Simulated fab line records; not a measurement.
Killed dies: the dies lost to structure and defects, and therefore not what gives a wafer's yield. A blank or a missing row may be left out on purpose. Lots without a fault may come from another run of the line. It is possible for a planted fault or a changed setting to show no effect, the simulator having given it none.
fab line records | flow rit_cmos
record: lots: 6 wafers: 18 last_day: 7
route steps=202 shown SPACER@127 NSD@131 PSD@142 SDANNEAL@153 PLDD@159 M1@202
lots with no fault: from the same line, run without faults
start_h: start of the lot's first displayed wafer, in hours after the record's first day | wait_h: hours since the lot's step before | " the same as in the row above | L1.1+2: a single row standing in for several wafers | - no value, or no start was given | * or withheld: withheld | < > ~ a bound
route shown NAME@n: a module of which the file shows steps, and the number in the route of the first | usual: the fault-free wafers' mean and standard deviation | same: alike in all rows | chamber/n: place in a boat | sites: readings site by site | _std_site: their standard deviation | _edge_site: the outer-site mean with the inner-site mean subtracted | radius_mm: how far each site lies from the wafer's centre | mask NAME#n: copy n | behind: the tool/chamber that last shaped the wafer | hold: why the lot was held/for how many hours/how that ended | device: the transistor (n, p or np) that didn't switch | end of line: at the end of the route, the tests of the same wafers | a step without rows: its recipe alone | killed: not the wafer's yield, but the dies lost to structure and defects at the first sort | map: a wafer's dies, marking killed ones x, the rest . and places with no die _
set.NAME: the setting as run; set.NAME@STEP: as run at that earlier step | model.NAME: the simulator's own value behind a step, which no gauge read
a table for each step, a row for each wafer; lots at some steps of the route
services: the hour from which a tool's chamber was out of use, counted from the record's first day as start_h (under 0 if before that day), plus the number of hours and why
== steps ==
step: RIT_SPACER_CLEAN_02
recipe: chemistry: SC2 mix: 3:3:50 time_s: 600 temp_c: 75 dry: n2_spin
step: RIT_SPACER_CVD_03
recipe: material: Si3N4 target_thk_nm: 250 temp_c: 810 precursor: SiH2Cl2/NH3 time_s: 3300 pressure_mtorr: 300 sih2cl2_flow_sccm: 60 nh3_flow_sccm: 150
step: RIT_SPACER_THK_MEAS_04
recipe: reads: Si3N4_of_SPACER_CVD_03
usual: SPACER_NITRIDE_THK: 250.0/2.6
columns lot.wafer tool chamber start_h wait_h SPACER_NITRIDE_THK[nm]
L225.3 film_metro-03 - 80.97 0.0 250.4
L225.5 " - " " 250.7
L225.6 " - " " 249.5
L232.3 film_metro-04 - 115.15 0.0 252.7
L232.4 " - " " 251.9
L232.6 " - " " 252.6
L234.1 film_metro-03 - 121.78 0.0 249.6
L234.3 " - " " 247.9
L234.6 " - " " 249.5
L235.3 film_metro-01 - 128.45 0.0 246.5
L235.5 " - " " 245.9
L235.6 " - " " 245.9
L237.3 film_metro-01 - 144.32 0.0 249.4
L237.5 " - " " 250.0
L237.6 " - " " 250.8
L238.2 film_metro-01 - 148.79 0.0 250.7
L238.3 " - " " 252.6
L238.4 " - " " 250.4
step: RIT_SPACER_ETCHBACK_05
recipe: target_depth_a: 2500 SF6_flow_sccm: 30 CHF3_flow_sccm: 30 target: Si3N4 chemistry: SF6/CHF3 pressure_mtorr: 40 rf_w: 241.6 time_s: 240 stop_on: SiO2
usual: drypump_motor_current_A: 5.5/0.53 oes_product_au: 0.840/0.017 throttle_valve_pct: 10.26/0.14
columns lot.wafer tool chamber start_h wait_h drypump_motor_current_A oes_product_au rf_hours_counter_h throttle_valve_pct
L225.3 rie_diel-04 3 81.01 0.0 4.8 0.814 72 10.44
L225.5 " 0 " " 5.9 0.836 - 10.22
L225.6 " 3 " " 4.8 0.815 - 10.45
L232.3 rie_diel-04 0 115.19 0.0 5.9 0.851 59 10.23
L232.4 " 1 " " 5.7 0.837 29 10.15
L232.6 " 2 " " 6.2 0.852 - 10.37
L234.1 rie_diel-02 0 121.84 0.1 5.6 0.823 147 10.06
L234.3 " 3 " " 5.5 0.818 3 10.22
L234.6 " 0 " " 5.6 0.826 - 10.05
L235.3 rie_diel-02 1 128.49 0.0 5.9 0.850 80 10.33
L235.5 " 3 " " 5.5 0.822 - 10.21
L235.6 " 2 " " 4.7 0.850 - 10.48
L237.3 rie_diel-01 0 144.36 0.0 4.9 0.839 32 10.36
L237.5 " 0 " " 4.8 0.836 - 10.36
L237.6 " 3 " " 6.4 0.834 - 10.08
L238.2 rie_diel-04 0 148.84 0.0 5.9 0.845 60 10.22
L238.3 " 1 " " 5.7 0.838 - 10.16
L238.4 " 0 " " 5.9 0.842 - 10.22
step: RIT_NSD_HMDS_00
recipe: prime_time_s: 60 prime_temp_c: 140
step: RIT_NSD_COAT_01
recipe: resist: NOVOLAK spin_rpm: 3250 resist_thk_nm: 1000
step: RIT_NSD_SOFTBAKE_02
recipe: resist: NOVOLAK temp_c: 90 time_s: 60
step: RIT_NSD_EXPOSE_03
recipe: mask_id: M9 na: 0.57 target_cd_nm: 40700 dose_mj: 250
step: RIT_NSD_PEB_04
recipe: resist: NOVOLAK temp_c: withheld time_s: withheld
step: RIT_NSD_DEVELOP_05
recipe: resist: NOVOLAK develop_time_s: 50 dev_temp_c: 23
step: RIT_NSD_OVL_MEAS_06
usual: NSD_OVL: 0.2/1.3
columns lot.wafer tool chamber start_h wait_h NSD_OVL[nm]
L225.3 overlay-01 - 82.02 - -0.6
L225.5 " - " " -2.3
L225.6 " - " " -0.3
L232.3 overlay-01 - 116.33 - -1.1
L232.4 " - " " -0.7
L232.6 " - " " 0.0
L234.1 overlay-02 - 122.96 - 0.8
L234.3 " - " " -0.5
L234.6 " - " " 2.9
L235.3 overlay-02 - 129.63 - 1.2
L235.5 " - " " -0.4
L235.6 " - " " 0.8
L237.3 overlay-02 - 145.37 - -1.5
L237.5 " - " " -1.1
L237.6 " - " " 1.5
L238.2 overlay-01 - 149.92 - -1.4
L238.3 " - " " -2.2
L238.4 " - " " -2.2
step: RIT_NSD_HARDBAKE_07
recipe: resist: NOVOLAK temp_c: 140 time_s: 60
step: RIT_NSD_IMPLANT_08
recipe: species: P energy_kev: 25 dose_cm2: 1e+15 tilt_deg: 7
usual: dose_ions_cm2: 9.998e+14/1e+12 faraday_current_uA: 3131/59
columns lot.wafer tool chamber start_h wait_h dose_ions_cm2 faraday_current_uA
L225.3 implanter-03 0 82.25 0.1 9.986e+14 3082
L225.5 " 0 " " 9.999e+14 3126
L225.6 " 0 " " 1.0002e+15 3132
L232.3 implanter-04 0 116.55 0.1 1.0002e+15 3162
L232.4 " 0 " " 1.001e+15 3148
L232.6 " 0 " " 1.001e+15 3088
L234.1 implanter-04 0 123.14 0.1 9.561e+14 3043
L234.3 " 0 " " 9.564e+14 2976
L234.6 " 0 " " 9.571e+14 3001
L235.3 implanter-03 0 129.85 0.1 9.997e+14 3171
L235.5 " 0 " " 1.0012e+15 3139
L235.6 " 0 " " 9.995e+14 3178
L237.3 implanter-03 0 145.59 0.1 9.979e+14 3054
L237.5 " 0 " " 9.997e+14 3151
L237.6 " 0 " " 1.0013e+15 3001
L238.2 implanter-04 0 150.13 0.1 9.566e+14 2941
L238.3 " 0 " " 9.551e+14 2974
L238.4 " 0 " " 9.548e+14 2849
step: RIT_NSD_STRIP_09
recipe: chemistry: O2 time_s: 180 resist: NOVOLAK platen_temp_c: withheld power_w: 500 pressure_mtorr: 4000 o2_flow_sccm: 4000
usual: drypump_motor_current_A: 6.0/0.55 rf_refl_power_W: 5.4/0.68
columns lot.wafer tool chamber start_h wait_h drypump_motor_current_A rf_hours_counter_h rf_refl_power_W
L225.3 plasma_asher-03 0 82.41 0.1 6.2 - 5.3
L225.5 " 1 " " 6.5 - 5.4
L225.6 " 0 " " 6.2 - 5.1
L232.3 plasma_asher-03 1 116.71 0.1 6.6 - 5.3
L232.4 " 0 " " 6.2 - 5.5
L232.6 " 0 " " 6.2 - 5.2
L234.1 plasma_asher-03 1 123.29 0.1 6.5 49 5.6
L234.3 " 1 " " 6.5 - 5.7
L234.6 " 0 " " 6.2 - 5.4
L235.3 plasma_asher-02 0 130.01 0.1 5.9 - 4.5
L235.5 " 0 " " 5.9 - 4.6
L235.6 " 1 " " 4.8 - 4.8
L237.3 plasma_asher-03 0 145.75 0.1 6.3 - 5.3
L237.5 " 0 " " 6.3 - 5.2
L237.6 " 1 " " 6.6 - 5.6
L238.2 plasma_asher-03 1 150.25 0.1 6.6 51 5.7
L238.3 " 1 " " 6.6 - 5.4
L238.4 " 0 " " 6.2 - 5.2
step: RIT_NSD_TW_MEAS_10
usual: NSD_TW: 3127/26
columns lot.wafer tool chamber start_h wait_h NSD_TW
L225.3 film_metro-02 - 82.54 0.1 3161
L225.5 " - " " 3155
L225.6 " - " " 3158
L232.3 film_metro-01 - 116.85 0.1 3125
L232.4 " - " " 3146
L232.6 " - " " 3134
L234.1 film_metro-04 - 123.47 0.1 3075
L234.3 " - " " 3079
L234.6 " - " " 3082
L235.3 film_metro-02 - 130.15 0.1 3160
L235.5 " - " " 3150
L235.6 " - " " 3135
L237.3 film_metro-04 - 145.89 0.1 3085
L237.5 " - " " 3078
L237.6 " - " " 3087
L238.2 film_metro-02 - 150.44 0.1 3098
L238.3 " - " " 3121
L238.4 " - " " 3109
step: RIT_PSD_HMDS_00
recipe: prime_time_s: 60 prime_temp_c: 140
step: RIT_PSD_COAT_01
recipe: resist: NOVOLAK spin_rpm: 3250 resist_thk_nm: 1000
step: RIT_PSD_SOFTBAKE_02
recipe: resist: NOVOLAK temp_c: 90 time_s: 60
step: RIT_PSD_EXPOSE_03
recipe: mask_id: M10 na: 0.57 target_cd_nm: 40900 dose_mj: 250
step: RIT_PSD_PEB_04
recipe: resist: NOVOLAK temp_c: withheld time_s: withheld
step: RIT_PSD_DEVELOP_05
recipe: resist: NOVOLAK develop_time_s: 50 dev_temp_c: 23
step: RIT_PSD_OVL_MEAS_06
usual: PSD_OVL: -0.2/1.4
columns lot.wafer tool chamber start_h wait_h PSD_OVL[nm]
L225.3 overlay-01 - 83.77 - 2.1
L225.5 " - " " 1.0
L225.6 " - " " 1.9
L232.3 overlay-02 - 117.75 - 0.0
L232.4 " - " " -0.1
L232.6 " - " " -1.7
L234.1 overlay-02 - 124.50 - 1.0
L234.3 " - " " -1.3
L234.6 " - " " 0.5
L235.3 overlay-01 - 131.05 - -1.4
L235.5 " - " " -1.5
L235.6 " - " " -2.5
L237.3 overlay-02 - 146.92 - 0.4
L237.5 " - " " 0.5
L237.6 " - " " 1.3
L238.2 overlay-02 - 151.53 - 0.4
L238.3 " - " " 0.6
L238.4 " - " " 1.6
step: RIT_PSD_HARDBAKE_07
recipe: resist: NOVOLAK temp_c: 140 time_s: 60
step: RIT_PSD_IMPLANT_08
recipe: species: BF2 energy_kev: 27.49 dose_cm2: 5e+15 tilt_deg: 7
step: RIT_PSD_STRIP_09
recipe: chemistry: O2 time_s: 180 resist: NOVOLAK platen_temp_c: withheld power_w: 500 pressure_mtorr: 4000 o2_flow_sccm: 4000
usual: drypump_motor_current_A: 6.0/0.5 rf_refl_power_W: 6.4/1.4
columns lot.wafer tool chamber start_h wait_h drypump_motor_current_A rf_hours_counter_h rf_refl_power_W
L225.3 plasma_asher-04 0 84.16 0.1 6.3 - 6.5
L225.5 " 1 " " 5.3 - 4.8
L225.6 " 0 " " 6.3 - 6.7
L232.3 plasma_asher-03 0 118.13 0.1 6.2 - 5.7
L232.4 " 1 " " 6.6 - 5.7
L232.6 " 1 " " 6.6 - 5.7
L234.1 plasma_asher-04 1 124.84 0.1 5.3 34 4.4
L234.3 " 1 " " 5.3 - 4.7
L234.6 " 0 " " 6.3 - 6.8
L235.3 plasma_asher-01 1 131.43 0.1 6.5 - 8.7
L235.5 " 0 " " 5.6 - 6.9
L235.6 " 1 " " 6.5 - 9.1
L237.3 plasma_asher-01 0 147.30 0.1 5.5 - 6.9
L237.5 " 0 " " 5.5 - 6.7
L237.6 " 1 " " 6.5 - 8.7
L238.2 plasma_asher-04 0 151.86 0.1 6.3 37 6.8
L238.3 " 1 " " 5.3 - 5.1
L238.4 " 0 " " 6.3 - 6.8
step: RIT_PSD_TW_MEAS_10
usual: PSD_TW: 3443/29
columns lot.wafer tool chamber start_h wait_h PSD_TW
L225.3 film_metro-02 - 84.29 0.1 3499
L225.5 " - " " 3476
L225.6 " - " " 3496
L232.3 film_metro-04 - 118.27 0.1 3420
L232.4 " - " " 3436
L232.6 " - " " 3431
L234.1 film_metro-02 - 125.01 0.1 3473
L234.3 " - " " 3474
L234.6 " - " " 3475
L235.3 film_metro-01 - 131.57 0.1 3435
L235.5 " - " " 3458
L235.6 " - " " 3438
L237.3 film_metro-02 - 147.43 0.1 3501
L237.5 " - " " 3463
L237.6 " - " " 3481
L238.2 film_metro-01 - 152.04 0.1 3419
L238.3 " - " " 3434
L238.4 " - " " 3431
step: RIT_SDANNEAL_CLEAN_00
recipe: chemistry: SC1 mix: 3:3:50 time_s: 600 temp_c: 75
step: RIT_SDANNEAL_CLEAN_01
recipe: chemistry: dHF dilution: 50:1 time_s: 30
step: RIT_SDANNEAL_CLEAN_02
recipe: chemistry: SC2 mix: 3:3:50 time_s: 600 temp_c: 75 dry: n2_spin
step: RIT_SDANNEAL_RTA_03
recipe: temp_c: 1050 time_s: 5 idle_temp_c: 600 ramp_up_c_per_s: 342 ramp_down_c_per_s: 171 cool_to_c: 600 ambient: N2
usual: wafer_temp_C_max: 1053.5/1.1
columns lot.wafer tool chamber start_h wait_h wafer_temp_C_max
L225.3 rtp_anneal-02 0 85.20 0.0 1054.8
L225.5 " 0 " " 1054.0
L225.6 " 0 " " 1053.5
L232.3 rtp_anneal-01 0 118.70 0.0 1054.8
L232.4 " 0 " " 1052.0
L232.6 " 0 " " 1053.9
L234.1 rtp_anneal-01 0 125.44 0.0 1054.8
L234.3 " 0 " " 1053.2
L234.6 " 0 " " 1053.9
L235.3 rtp_anneal-02 0 132.00 0.0 1054.0
L235.5 " 0 " " 1052.5
L235.6 " 0 " " 1054.1
L237.3 rtp_anneal-02 0 147.86 0.0 1054.0
L237.5 " 0 " " 1053.9
L237.6 " 0 " " 1052.8
L238.2 rtp_anneal-01 0 152.47 0.0 1053.6
L238.3 " 0 " " 1050.3
L238.4 " 0 " " 1052.1
step: RIT_SDANNEAL_RS_MEAS_04
recipe: thk_meas_gauge: four-point-probe
usual: PSD_RS: 114.9/0.3
columns lot.wafer tool chamber start_h wait_h PSD_RS[ohm/sq]
L225.3 film_metro-04 - 85.28 0.1 114.9
L225.5 " - " " 115.1
L225.6 " - " " 114.5
L232.3 film_metro-01 - 118.78 0.1 115.0
L232.4 " - " " 115.1
L232.6 " - " " 115.2
L234.1 film_metro-02 - 125.50 0.0 114.6
L234.3 " - " " 114.5
L234.6 " - " " 114.1
L235.3 film_metro-04 - 132.08 0.1 115.0
L235.5 " - " " 115.4
L235.6 " - " " 115.3
L237.3 film_metro-01 - 147.94 0.1 114.7
L237.5 " - " " 114.3
L237.6 " - " " 114.1
L238.2 film_metro-02 - 152.54 0.1 114.4
L238.3 " - " " 114.4
L238.4 " - " " 114.4
step: RIT_SDANNEAL_RS_MEAS_05
recipe: thk_meas_gauge: four-point-probe
usual: NSD_RS: 84.41/0.28
columns lot.wafer tool chamber start_h wait_h NSD_RS[ohm/sq]
L225.3 film_metro-04 - 85.40 0.1 84.00
L225.5 " - " " 83.93
L225.6 " - " " 84.07
L232.3 film_metro-01 - 118.90 0.1 84.49
L232.4 " - " " 84.47
L232.6 " - " " 84.40
L234.1 film_metro-02 - 125.62 0.1 87.33
L234.3 " - " " 87.17
L234.6 " - " " 87.27
L235.3 film_metro-04 - 132.20 0.1 84.44
L235.5 " - " " 84.30
L235.6 " - " " 84.37
L237.3 film_metro-01 - 148.06 0.1 84.73
L237.5 " - " " 84.71
L237.6 " - " " 84.99
L238.2 film_metro-02 - 152.66 0.1 87.64
L238.3 " - " " 87.41
L238.4 " - " " 87.41
step: RIT_SDANNEAL_RS_MEAS_06
recipe: thk_meas_gauge: four-point-probe
usual: PLDD_RS: 178.8/0.48
columns lot.wafer tool chamber start_h wait_h PLDD_RS[ohm/sq]
L225.3 film_metro-04 - 85.52 0.1 178.8
L225.5 " - " " 178.8
L225.6 " - " " 178.6
L232.3 film_metro-01 - 119.02 0.1 179.2
L232.4 " - " " 178.9
L232.6 " - " " 179.0
L234.1 film_metro-02 - 125.74 0.1 178.6
L234.3 " - " " 178.7
L234.6 " - " " 178.3
L235.3 film_metro-04 - 132.32 0.1 178.5
L235.5 " - " " 178.6
L235.6 " - " " 178.9
L237.3 film_metro-01 - 148.18 0.1 179.9
L237.5 " - " " 179.3
L237.6 " - " " 179.6
L238.2 film_metro-02 - 152.78 0.1 178.0
L238.3 " - " " 177.8
L238.4 " - " " 177.9
step: RIT_M1_PROBE_99
usual: killed_at_M0_to_M3: 0.0/0.083 killed_at_front_end: 7/3.4 killed_dies: 7/3.4 killed_open: 3.6/2.1 killed_short: 3.5/2.1
same: gross_dies: 264 killed_at_M4_up: 0 killed_at_back_side: 0 killed_at_contacts: 0 killed_at_other: 0
columns lot.wafer tool chamber start_h wait_h killed_at_M0_to_M3 killed_at_front_end killed_dies killed_open killed_short model.etest.contact_nplus.end_ohm_um
L225.3 prober-01 - 92.75 0.2 0 10 10 5 5 42.64
L225.5 prober-01 - 92.85 0.2 0 6 6 3 3 42.8
L225.6 prober-01 - 92.90 0.2 0 6 6 3 3 43.17
L232.3 prober-02 - 126.54 0.2 0 11 11 7 4 41.39
L232.4 prober-02 - 126.59 0.2 0 4 4 2 2 42.47
L232.6 prober-02 - 126.69 0.2 0 11 11 6 5 43.33
L234.1 prober-02 - 133.00 0.1 0 5 5 1 4 46.12
L234.3 prober-02 - 133.10 0.2 0 8 8 2 6 45.12
L234.6 prober-02 - 133.25 0.2 1 4 5 2 3 45.9
L235.3 prober-01 - 139.84 0.2 0 9 9 4 5 45.24
L235.5 prober-01 - 139.94 0.2 0 5 5 3 2 43.83
L235.6 prober-01 - 139.99 0.2 0 5 5 0 5 44.86
L237.3 prober-01 - 155.66 0.2 0 5 5 2 3 46.47
L237.5 prober-01 - 155.76 0.2 0 9 9 4 5 45.66
L237.6 prober-01 - 155.81 0.2 0 1 1 1 0 45.75
L238.2 prober-02 - 160.13 0.1 0 6 6 6 0 46.61
L238.3 prober-02 - 160.18 0.2 0 2 2 1 1 46.87
L238.4 prober-02 - 160.23 0.2 0 4 4 0 4 48.42
killed by level:class
L225.3 GATE:geometric_particle:open=4 GATE:geometric_particle:short=3 FOX1:geometric_particle:short=1 REOX:geometric_particle:short=1 REOX:geometric_particle:open=1
L225.5 SILICIDE:geometric_particle:open=2 FOX2:geometric_particle:short=1 GATE:geometric_particle:open=1 GATE:geometric_particle:short=1 SPACER:geometric_particle:short=1
L225.6 GATE:geometric_particle:short=3 GATE:geometric_particle:open=2 REOX:geometric_particle:open=1
L232.3 GATE:geometric_particle:open=5 FOX1:geometric_particle:short=2 FOX2:geometric_particle:short=2 FOX1:geometric_particle:open=1 REOX:geometric_particle:open=1
L232.4 GATE:geometric_particle:open=1 GATE:geometric_particle:short=1 REOX:geometric_particle:short=1 REOX:geometric_particle:open=1
L232.6 GATE:geometric_particle:open=5 FOX1:geometric_particle:short=3 GATE:geometric_particle:short=1 SILICIDE:geometric_particle:open=1 SILICIDE:geometric_particle:short=1
L234.1 GATE:geometric_particle:short=2 FOX2:geometric_particle:short=1 REOX:geometric_particle:open=1 SPACER:geometric_particle:short=1
L234.3 GATE:geometric_particle:short=3 FOX1:geometric_particle:short=2 SPACER:geometric_particle:open=1 SILICIDE:geometric_particle:open=1 SILICIDE:geometric_particle:short=1
L234.6 FOX1:geometric_particle:short=1 FOX2:geometric_particle:short=1 GATE:geometric_particle:open=1 SILICIDE:geometric_particle:short=1 M1:geometric_particle:open=1
L235.3 GATE:geometric_particle:open=3 GATE:geometric_particle:short=2 REOX:geometric_particle:short=2 SPACER:geometric_particle:short=1 SILICIDE:geometric_particle:open=1
L235.5 SPACER:geometric_particle:open=2 FOX1:geometric_particle:open=1 SPACER:geometric_particle:short=1 SILICIDE:geometric_particle:short=1
L235.6 FOX2:geometric_particle:short=2 REOX:geometric_particle:short=2 GATE:geometric_particle:short=1
L237.3 FOX2:geometric_particle:short=2 FOX1:geometric_particle:open=1 GATE:geometric_particle:short=1 SILICIDE:geometric_particle:open=1
L237.5 SPACER:geometric_particle:open=2 SPACER:geometric_particle:short=2 SILICIDE:geometric_particle:short=2 FOX2:geometric_particle:open=1 GATE:geometric_particle:open=1 GATE:geometric_particle:short=1
L237.6 SPACER:geometric_particle:open=1
L238.2 GATE:geometric_particle:open=2 ACTIVE:geometric_particle:open=1 FOX1:geometric_particle:open=1 SPACER:geometric_particle:open=1 SILICIDE:geometric_particle:open=1
L238.3 FOX2:geometric_particle:short=1 SILICIDE:geometric_particle:open=1
L238.4 FOX2:geometric_particle:short=3 SILICIDE:geometric_particle:short=1
== services ==
columns tool chamber start_h hours kind
rie_diel-04 1 59.89 7.6 repair
rie_diel-02 3 65.81 5.9 repair
rie_diel-04 - 66.83 0.9 repair
implanter-04 - 67.03 1.3 repair
implanter-03 - 68.15 4.5 pm
implanter-04 - 70.10 26.7 repair
plasma_asher-03 - 70.37 1.0 repair
plasma_asher-02 - 77.49 2.8 pm
implanter-04 - 78.60 1.4 repair
implanter-04 - 80.04 4.7 repair
plasma_asher-03 - 93.07 7.8 repair
implanter-03 - 105.88 2.0 repair
plasma_asher-02 - 108.75 9.0 pm
plasma_asher-02 0 108.75 9.0 vent_cycle
plasma_asher-02 1 108.75 9.0 vent_cycle
plasma_asher-02 0 117.75 - clean
plasma_asher-02 1 117.75 - clean
rie_diel-01 1 127.12 10.1 repair
rie_diel-04 2 129.77 - clean
rie_diel-04 2 129.77 32.4 scheduled_down
rie_diel-04 2 129.77 32.4 vent_cycle
plasma_asher-01 - 141.93 2.8 pm
plasma_asher-02 - 143.74 0.5 repair
rie_diel-04 3 145.48 5.7 repair
== key ==
first_sign: step: RIT_NSD_IMPLANT_08 reading: dose_ions_cm2 direction: down sigmas: 44 usual: 9.998e+14 struck: 9.56e+14
effect: step: RIT_NSD_IMPLANT_08 reading: faraday_current_uA direction: down sigmas: 2.8 usual: 3131 struck: 2964
effect: step: RIT_SDANNEAL_RS_MEAS_05 reading: NSD_RS direction: up sigmas: 11 usual: 84.41 struck: 87.37
model_effect: step: RIT_M1_PROBE_99 value: etest.contact_nplus.end_ohm_um without: 43.7 struck: 46.51
met_at RIT_NSD_IMPLANT_08
struck_wafers L234.1,L234.3,L234.6,L238.2,L238.3,L238.4
tester_left_out L234,L238
onset_between 116.55 123.14
fault: kind: process_parameter_drift tool: implanter-04 chamber: - onset_h: 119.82 steps: RIT_NSD_IMPLANT_08 channel: dose_cm2 offset: -4.3399e+13 shape: step end_h: 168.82 acts_in: these_recipes_only stated: 1e+15
tester_left_out: of these lots the tester's yield and bins aren't shown, on N5 and GAA mostly nor the transistor test; their killed dies are dies lost to structure and defects alone, not to doping, threshold or leakage, so they don't give the yield
